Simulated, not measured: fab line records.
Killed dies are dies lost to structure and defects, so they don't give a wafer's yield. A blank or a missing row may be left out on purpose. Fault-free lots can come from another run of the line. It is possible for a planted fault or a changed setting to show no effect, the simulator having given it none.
A lot that was struck, set against a sound lot | flow ritCmos | 12 steps out of a route of 202
Sound: wafers L847.3, L847.4, L847.6. Wafers L838.1, L838.4, L838.6 were the ones struck. The cause is named last.
Per side, at each step with rows, come the tool, then ch with its chambers, and then its first start. Under that, the readings that differ: sound wafers | struck wafers | difference of the means | sigmas: that difference in standard deviations of wafers without a fault.
alike: words and numbers the same on both sides, and readings whose means are apart by under 2 such deviations; not compared: readings that were withheld, readings missing a value for some wafer, numbers with overlapping values and no deviation given by the record, and bounds like >300 which may hide the same value.
Wherever a step has rows on one side only, a row that says differs or no value, or a row with sigmas, the two part there. When numbers do not overlap yet have no deviation, they are printed without sigmas and do not part them. Lack of a reading on every wafer of one side parts them only where that side has two or more wafers.

RIT_ACTIVE_BOW_MEAS_00:
  sound: filmMetro-02 at day 4 18:02; struck: filmMetro-02 at day 2 21:00
  alike: INCOMING_BOW
then, 1 step without rows for these wafers: RIT_ACTIVE_OXIDATION_01 (target thk 46.8 nm, ox time 3360 s).
RIT_ACTIVE_THK_MEAS_02:
  sound: filmMetro-04 at day 4 20:04; struck: filmMetro-03 at day 2 23:44
  alike: ACTIVE_OXIDE_THK
then, 1 step without rows for these wafers: RIT_ACTIVE_CVD_03 (deposits Si3N4 from SiH2Cl2/NH3, target thk 150 nm, time 1500 s).
RIT_ACTIVE_THK_MEAS_04:
  sound: filmMetro-03 at day 4 21:33; struck: filmMetro-03 at day 3 01:13
reading                 | sound             | struck            | difference | sigmas
ACTIVE_NITRIDE_THK (nm) | 149.0 147.9 147.8 | 152.1 152.3 152.8 | +4.2       | +3
then, 5 steps without rows for these wafers: RIT_ACTIVE_HMDS_05 (prime time 60 s); RIT_ACTIVE_COAT_06 (resist thk 1000 nm); RIT_ACTIVE_SOFTBAKE_07 (time 60 s); RIT_ACTIVE_EXPOSE_08 (exposes mask M1, target cd 1400 nm); RIT_ACTIVE_PEB_09.
RIT_ACTIVE_DEVELOP_10: develop time 50 s.
  struck on lithoTrack-03, day 3 02:00; sound on lithoTrack-02 ch 0, day 4 22:00
  no value came back on the struck wafers for chillPlateTempC (C), developTimeS (s), resistLineTempC (C); on the sound wafers chillPlateTempC (C) reads 23.07 22.95 22.94
RIT_ACTIVE_CD_MEAS_11 targets a cd of 1400 nm.
  sound: cdSem-02 at day 4 22:29; struck: cdSem-01 at day 3 02:19
reading   | sound                | struck | difference                    | sigmas
cdNm (nm) | 1396.2 1397.7 1395.6 | - - -  | no value on the struck wafers | 

WHERE THEY PART
First at RIT_ACTIVE_THK_MEAS_04; last, within this record, at RIT_ACTIVE_CD_MEAS_11.

WHY: whatever the simulator had introduced
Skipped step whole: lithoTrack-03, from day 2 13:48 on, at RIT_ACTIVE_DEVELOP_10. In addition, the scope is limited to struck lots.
